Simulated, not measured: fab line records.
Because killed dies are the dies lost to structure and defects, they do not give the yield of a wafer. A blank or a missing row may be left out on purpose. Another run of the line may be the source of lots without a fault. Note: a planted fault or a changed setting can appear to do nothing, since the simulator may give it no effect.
2 desks looking at one fault || flow berkeley-cmos170 || what lay behind the numbers comes last; until then each desk has only its own

AT THE METROLOGY DESK
What the gauges read, lot by lot, whatever tool the lot ran on: means of the sampled wafers that have a number. The brackets show how far a lot's mean lies from the usual mean; more than 4 standard deviations puts the lot out of limits, marked OUT.
Columns: A = V2_POLISHED_THK at UCB170_V2_THK_MEAS_04, usual 1000.5 nm; B = cd-nm at UCB170_M3_CD_MEAS_90, usual 703 nm
{"lot": "L940", "first seen here": "day 7 20:55", "A": 1001.0, "B": 702}
{"lot": "L939", "first seen here": "day 7 21:17", "A": 999.8, "B": 703}
{"lot": "L942", "first seen here": "day 7 21:36", "A": 1001.2, "B": 698}
{"lot": "L943", "first seen here": "day 8 14:03", "A": 1002.2, "B": 702}
{"lot": "L945", "first seen here": "day 8 20:26", "A": 1001.8, "B": 701}
{"lot": "L944", "first seen here": "day 8 20:59", "A": 999.6, "B": 703}
{"lot": "L948", "first seen here": "day 9 14:24", "A": 998.5, "B": 707}
{"lot": "L950", "first seen here": "day 10 09:59", "A": 1000.5, "B": 703}
{"lot": "L953", "first seen here": "day 10 15:16", "A": 999.3, "B": 701}
{"lot": "L954", "first seen here": "day 10 15:23", "A": 1000.4, "B": 700}
{"lot": "L956", "first seen here": "day 11 05:50", "A": 1001.2, "B": 698}
{"lot": "L959", "first seen here": "day 11 19:26", "A": 1001.1, "B": 704}
{"lot": "L960", "first seen here": "day 11 19:49", "A": 999.6, "B": 704}
{"lot": "L961", "first seen here": "day 12 04:41", "A": 1002.1, "B": 705}
Result from this desk: across the 14 lots, nothing is out of limits.

FOR THE TOOL OWNER'S DESK: plasma-asher-02
The tool's own readings at UCB170_M3_STRIP_19 (strips in O2): means of the sampled wafers that have a number, for each lot that ran on this tool. The brackets show how far a lot's mean lies from the usual mean; more than 4 standard deviations puts the lot out of limits, marked OUT.
Columns: A = drypump-motor-current-A at UCB170_M3_STRIP_19, usual 5.6 A; B = oes-product-au at UCB170_M3_STRIP_19, usual 0.573 a.u.
{"lot": "L939", "first seen here": "day 8 03:21", "A": 5.6, "B": 0.584}
{"lot": "L943", "first seen here": "day 8 18:07", "A": 5.7, "B": 0.592}
{"lot": "L950", "first seen here": "day 10 14:37", "A": 5.7, "B": 0.569}
{"lot": "L954", "first seen here": "day 10 22:24", "A": 5.7, "B": 0.591}
{"lot": "L959", "first seen here": "day 12 00:09", "A": 5.6, "B": 0.596}
{"lot": "L960", "first seen here": "day 12 01:02", "A": 5.7, "B": 0.561}
Result from this desk: across the 6 lots, nothing is out of limits.

TAKEN TOGETHER
At the metrology desk, nothing out of limits was observed.
The tool owner's desk saw nothing out of limits.

WHAT HAD BEEN PUT IN BY THE SIMULATOR
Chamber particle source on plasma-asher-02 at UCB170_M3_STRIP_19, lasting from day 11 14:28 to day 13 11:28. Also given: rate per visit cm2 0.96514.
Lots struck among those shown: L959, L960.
